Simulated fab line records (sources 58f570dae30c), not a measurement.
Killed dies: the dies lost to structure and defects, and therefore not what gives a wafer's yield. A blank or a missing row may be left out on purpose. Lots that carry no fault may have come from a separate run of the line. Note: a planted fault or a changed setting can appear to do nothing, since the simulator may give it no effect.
Which tool is to blame? | flow berkeley-cmos170 | 12 lots with 36 wafers sampled at 5 steps, on a route of 331 steps

## WHAT THE GAUGES SHOWED, per wafer
UCB170_M2_OVL_MEAS_16. Usual: M2_OVL typically reads -2 nm, with standard deviation 5.4.
lot  | measured     | on         | M2_OVL (nm) | flag
L153 | day 7 08:29  | overlay-01 | -4 -6 6     |
L154 | day 7 21:07  | overlay-01 | 14 6 5      |
L155 | day 7 22:01  | overlay-02 | -3 2 1      |
L156 | day 8 01:10  | overlay-02 | 1 -8 -1     |
L157 | day 8 08:11  | overlay-01 | -12 -11 -12 |
L164 | day 9 16:46  | overlay-01 | 6 5 6       |
L168 | day 10 11:41 | overlay-02 | 0 5 -2      |
L167 | day 10 11:45 | overlay-01 | 6 -3 -3     |
L172 | day 10 21:52 | overlay-01 | -6 -3 -6    |
L171 | day 10 22:26 | overlay-02 | -5 -3 0     |
L174 | day 11 21:28 | overlay-02 | -5 -3 -1    |
L176 | day 12 10:50 | overlay-02 | -6 -1 2     |

UCB170_V2_CD_MEAS_90: target cd 700 nm. Usual: cd-nm at 699.4 nm, with a standard deviation of 1.7.
lot  | measured     | on        | cd-nm (nm)        | flag
L153 | day 7 11:46  | cd-sem-01 | 698.8 699.4 699.6 |
L154 | day 7 23:46  | cd-sem-02 | 702.0 700.8 700.1 |
L155 | day 8 01:11  | cd-sem-02 | 698.0 696.3 697.1 |
L156 | day 8 04:13  | cd-sem-02 | 697.8 697.2 697.4 |
L157 | day 8 10:50  | cd-sem-01 | 699.6 698.7 697.7 |
L164 | day 9 19:34  | cd-sem-02 | 699.8 698.6 700.2 |
L168 | day 10 14:38 | cd-sem-02 | 698.6 700.4 699.5 |
L167 | day 10 14:39 | cd-sem-01 | 702.1 698.6 702.0 |
L172 | day 11 03:01 | cd-sem-01 | 699.2 699.7 700.5 |
L171 | day 11 03:04 | cd-sem-02 | 700.5 697.2 695.8 |
L174 | day 12 00:58 | cd-sem-02 | 697.0 696.7 697.2 |
L176 | day 12 15:37 | cd-sem-01 | 701.1 701.9 699.6 |

UCB170_M3_THK_MEAS_03: measures by xrf. Usual: M3_AL_THK typically reads 934 nm, with standard deviation 12.
lot  | measured     | on            | M3_AL_THK (nm) | flag
L153 | day 7 12:08  | film-metro-01 | 938 941 943    |
L154 | day 8 00:09  | film-metro-04 | 948 951 927    |
L155 | day 8 01:35  | film-metro-04 | 914 929 930    |
L156 | day 8 04:36  | film-metro-01 | 933 927 916    |
L157 | day 8 11:13  | film-metro-04 | 926 935 936    |
L164 | day 9 19:57  | film-metro-02 | 925 913 934    |
L168 | day 10 15:00 | film-metro-01 | 916 916 915    |
L167 | day 10 15:02 | film-metro-02 | 959 942 941    |
L172 | day 11 03:25 | film-metro-01 | 912 931 930    |
L171 | day 11 03:27 | film-metro-04 | 932 957 939    |
L174 | day 12 01:20 | film-metro-01 | 937 936 946    |
L176 | day 12 16:03 | film-metro-04 | 943 927 924    |

## WHAT TOOL EACH LOT RAN ON (gives the tool, then ch and the chambers of the sampled wafers, and finally the start)
lot  | UCB170_M2_METAL_ETCH_18           | UCB170_M2_STRIP_19
L153 | rie-metal-01 ch 0,1, day 7 08:37  | plasma-asher-04 ch 0,1, day 7 08:46
L154 | rie-metal-01 ch 0,1, day 7 21:11  | plasma-asher-03 ch 0,1, day 7 21:23
L155 | rie-metal-03 ch 0,1, day 7 22:05  | plasma-asher-04 ch 0,1, day 7 22:17
L156 | rie-metal-01 ch 0,1, day 8 01:14  | plasma-asher-03 ch 0,1, day 8 01:25
L157 | rie-metal-04 ch 0,1, day 8 08:16  | plasma-asher-04 ch 0,1, day 8 08:26
L164 | rie-metal-04 ch 0,1, day 9 16:50  | plasma-asher-04 ch 0, day 9 17:02
L168 | rie-metal-03 ch 0,1, day 10 11:48 | plasma-asher-03 ch 0,1, day 10 11:58
L167 | rie-metal-04 ch 0,1, day 10 11:49 | plasma-asher-04 ch 0,1, day 10 12:01
L172 | rie-metal-01 ch 0,1, day 10 21:57 | plasma-asher-03 ch 0,1, day 10 22:08
L171 | rie-metal-03 ch 0,1, day 10 22:31 | plasma-asher-01 ch 0,1, day 10 22:42
L174 | rie-metal-03 ch 0,1, day 11 21:36 | plasma-asher-01 ch 0,1, day 11 21:45
L176 | rie-metal-03 ch 0,1, day 12 10:55 | plasma-asher-04 ch 0,1, day 12 11:05
- UCB170_M2_METAL_ETCH_18: etches Al in Cl2/BCl3, stops on SiO2, target depth 1170 nm, time 195 s.
- UCB170_M2_STRIP_19: strips in O2.

## AS READ BY THE TOOLS THEMSELVES (means over the sampled wafers that have a number; for cases with no such wafer, the mark the record gives instead)
UCB170_M2_METAL_ETCH_18. Usual: bias-w 120.1 W, standard deviation 0.37; drypump-motor-current-A 5.5 A, standard deviation 0.67; oes-product-au 0.858 a.u., standard deviation 0.013; rf-fwd-power-W 598.8 W, standard deviation 1.7; throttle-valve-pct 24.66 %, standard deviation 0.13.
lot  | tool         | bias-w (W) | drypump-motor-current-A (A) | oes-product-au (a.u.) | rf-fwd-power-W (W) | throttle-valve-pct (%) | flag
L153 | rie-metal-01 | 119.8      | 5.3                         | 0.858                 | 599.0              | 24.54                  |
L154 | rie-metal-01 | 119.7      | 5.3                         | 0.851                 | 598.9              | 24.54                  |
L155 | rie-metal-03 | 120.2      | 5.0                         | 0.855                 | 597.1              | 24.62                  |
L156 | rie-metal-01 | 120.0      | 5.1                         | 0.858                 | 600.9              | 24.50                  |
L157 | rie-metal-04 | 120.5      | 6.4                         | 0.863                 | 598.3              | 24.79                  |
L164 | rie-metal-04 | 142.0      | 6.1                         | 0.866                 | 599.4              | 24.77                  | OFF
L168 | rie-metal-03 | 120.0      | 5.0                         | 0.869                 | 597.6              | 24.62                  |
L167 | rie-metal-04 | 142.0      | 6.1                         | 0.863                 | 596.8              | 24.77                  | OFF
L172 | rie-metal-01 | 119.8      | 5.1                         | 0.857                 | 597.9              | 24.50                  |
L171 | rie-metal-03 | 120.4      | 5.0                         | 0.866                 | 599.8              | 24.62                  |
L174 | rie-metal-03 | 120.3      | 5.2                         | 0.852                 | 598.8              | 24.68                  |
L176 | rie-metal-03 | 120.3      | 5.0                         | 0.858                 | 599.2              | 24.62                  |

UCB170_M2_STRIP_19. Usual: drypump-motor-current-A 5.9 A, standard deviation 0.52; oes-product-au 0.544 a.u., standard deviation 0.023.
lot  | tool            | drypump-motor-current-A (A) | oes-product-au (a.u.) | flag
L153 | plasma-asher-04 | 6.4                         | 0.555                 |
L154 | plasma-asher-03 | 5.5                         | 0.544                 |
L155 | plasma-asher-04 | 6.4                         | 0.535                 |
L156 | plasma-asher-03 | 5.5                         | 0.548                 |
L157 | plasma-asher-04 | 6.4                         | 0.535                 |
L164 | plasma-asher-04 | 6.6                         | 0.508                 |
L168 | plasma-asher-03 | 5.5                         | 0.536                 |
L167 | plasma-asher-04 | 6.4                         | 0.506                 |
L172 | plasma-asher-03 | 5.5                         | 0.541                 |
L171 | plasma-asher-01 | 6.1                         | 0.529                 |
L174 | plasma-asher-01 | 6.1                         | 0.548                 |
L176 | plasma-asher-04 | 6.1                         | 0.549                 |

## THE ANSWER, worked out from the rows above alone
Rule: a lot is off if the mean of its wafers that have a number lies more than 3 standard deviations from the usual mean. A lot without any number at a reading at which 4 lots or more have one is off too. All remaining lots with rows at the step are treated as sound. Order of review: gauges by route order, followed by the tools' own readings, for which a lot's mean as printed above is used. At the first step where some lot is off, the reading lying furthest off is the one used; lots without a number count as furthest.
Off at UCB170_M2_METAL_ETCH_18 (bias-w): L164, L167.
A tool fits if, at that step or a process step before it, it ran every lot that is off, and no sound lot after the first of them. One candidate fits, namely rie-metal-04 at UCB170_M2_METAL_ETCH_18. A fault onset in the window from L157 (day 8 08:16, its last sound lot) to L164 (day 9 16:50, its first lot off) fits.
The tool's own readings at UCB170_M2_METAL_ETCH_18 bear it out: on the lots that are off they differ by more than 5 times the standard deviation of the sound lots' means. bias-w reads 142.0 W there against 120.1 W on the sound lots.

## WHAT WAS PUT IN BY THE SIMULATOR
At UCB170_M2_METAL_ETCH_18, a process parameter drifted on rie-metal-04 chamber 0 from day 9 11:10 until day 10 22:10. Setting bias-w, moved by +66, from 120. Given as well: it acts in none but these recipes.
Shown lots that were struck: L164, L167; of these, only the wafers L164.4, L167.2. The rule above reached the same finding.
